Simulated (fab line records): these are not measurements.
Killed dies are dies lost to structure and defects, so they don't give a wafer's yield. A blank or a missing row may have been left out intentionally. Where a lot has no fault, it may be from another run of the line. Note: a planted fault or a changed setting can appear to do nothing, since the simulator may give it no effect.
Split-lot trial -- flow berkeley cmos170 -- 5 lots, 27 wafers read, on a route of 331 steps

## THE SPLIT ITSELF
At UCB170_M3_METAL_ETCH_18 (etches Al in Cl2/BCl3, stops on SiO2, target depth 1170 nm, time 195 s), the setting target depth a was moved away from the recipe's 11700 angstrom on 12 of the 27 wafers read, by -52.8% to +56.4%. The other wafers ran this setting at the recipe's value.

## THE PATH FROM SPLIT TO READING: the file shows 1 step between them
- UCB170_M3_STRIP_19: strips in O2

## THE READING
At UCB170_M3_CD_MEAS_90: cd nm in nanometres, against a target cd of 700 nm. On this fab line, fault-free wafers typically give 700 nm with a standard deviation of 4.9 nm.

wafer,"tool, chamber at the split","target depth a as run, angstrom",against the recipe,"cd nm, nm",against lot-mates on the recipe
L077.1,"rie metal-04, 1",11700,recipe,704,-
L077.2,"rie metal-04, 0",11700,recipe,703,-
L077.5,"rie metal-04, 0",11700,recipe,700,-
L075.1,"rie metal-02, 1",15250,+30.3%,688,-17
L075.2,"rie metal-02, 1",15250,+30.3%,691,-14
L075.3,"rie metal-02, 1",11700,recipe,704,-
L075.4,"rie metal-02, 1",11700,recipe,705,-
L075.5,"rie metal-02, 1",11700,recipe,705,-
L075.6,"rie metal-02, 1",15250,+30.3%,691,-14
L074.1,"rie metal-04, 0",11700,recipe,702,-
L074.2,"rie metal-04, 1",18300,+56.4%,679,-23
L074.3,"rie metal-04, 1",18300,+56.4%,677,-25
L074.4,"rie metal-04, 0",11700,recipe,700,-
L074.5,"rie metal-04, 1",18300,+56.4%,680,-22
L074.6,"rie metal-04, 0",11700,recipe,704,-
L076.1,"rie metal-01, 1",6821,-41.7%,713,+17
L076.2,"rie metal-01, 0",11700,recipe,694,-
L076.3,"rie metal-01, 1",11700,recipe,698,-
L076.4,"rie metal-01, 0",11700,recipe,697,-
L076.5,"rie metal-01, 1",6821,-41.7%,717,+21
L076.6,"rie metal-01, 0",6821,-41.7%,715,+19
L081.1,"rie metal-01, 1",5523,-52.8%,722,+30
L081.2,"rie metal-01, 0",5523,-52.8%,718,+26
L081.3,"rie metal-01, 0",11700,recipe,693,-
L081.4,"rie metal-01, 1",11700,recipe,695,-
L081.5,"rie metal-01, 1",5523,-52.8%,718,+26
L081.6,"rie metal-01, 0",11700,recipe,689,-

THE FIT
A straight line over all 27 wafers: cd nm changes by -0.366 nm for each +1% of target depth a; r = -0.95; the points scatter about the line by 3.9 nm.
The same after taking each lot's own level away (the mean of its wafers on the recipe; 27 wafers): -0.459 nm for each +1%; r = -0.99; scatter 2.1 nm.
On that fit, the largest move of target depth a shifts the reading by 26 nm.
The span of the lots' own levels, 692.3 to 704.7 nm, comes to 2.5 times the standard deviation stated above.
So the lot-to-lot level changes the slope: the two fits differ.
Check: -25.9 nm against its lot-mates is what the line predicts for one of the wafers moved furthest among these (+56.4%) when that wafer is left out of the fit. Against them it came out at -23 nm.
Tool readings at the split's step, against how far the setting was moved: oes product au r = -0.98.

## THE WHOLE CHAIN: every reading that the file lists as answering this split, in the file's order
step,what it does,reading,change (the file's fit),r (the file's)
UCB170_M3_METAL_ETCH_18,"etches Al in Cl2/BCl3, stops on SiO2, target depth 1170 nm, time 195 s",oes product au,-0.00327 a.u. for each +1% of the setting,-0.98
UCB170_M3_METAL_ETCH_18,"etches Al in Cl2/BCl3, stops on SiO2, target depth 1170 nm, time 195 s","M3.feature depth nm (the simulator's own value, which no gauge read)","not straight: 563.6 at the lowest setting, 957.1 at the recipe, 993.9 at the highest",not given
UCB170_M3_METAL_ETCH_18,"etches Al in Cl2/BCl3, stops on SiO2, target depth 1170 nm, time 195 s","etch.depth nm (the simulator's own value, which no gauge read)","not straight: 563.6 at the lowest setting, 900.7 at the recipe, 904.2 at the highest",not given
UCB170_M3_METAL_ETCH_18,"etches Al in Cl2/BCl3, stops on SiO2, target depth 1170 nm, time 195 s","KrF_of_M3_COAT_10.thk nm (the simulator's own value, which no gauge read)",-5.58 nm for each +1% of the setting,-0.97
UCB170_M3_STRIP_19,strips in O2,oes product au,-0.00433 a.u. for each +1% of the setting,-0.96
UCB170_M3_CD_MEAS_90,target cd 700 nm,cd nm,-0.456 nm for each +1% of the setting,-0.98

## FILE'S OWN FIT
cd nm changes by -0.456 nm for each +1% of target depth a, r = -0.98.
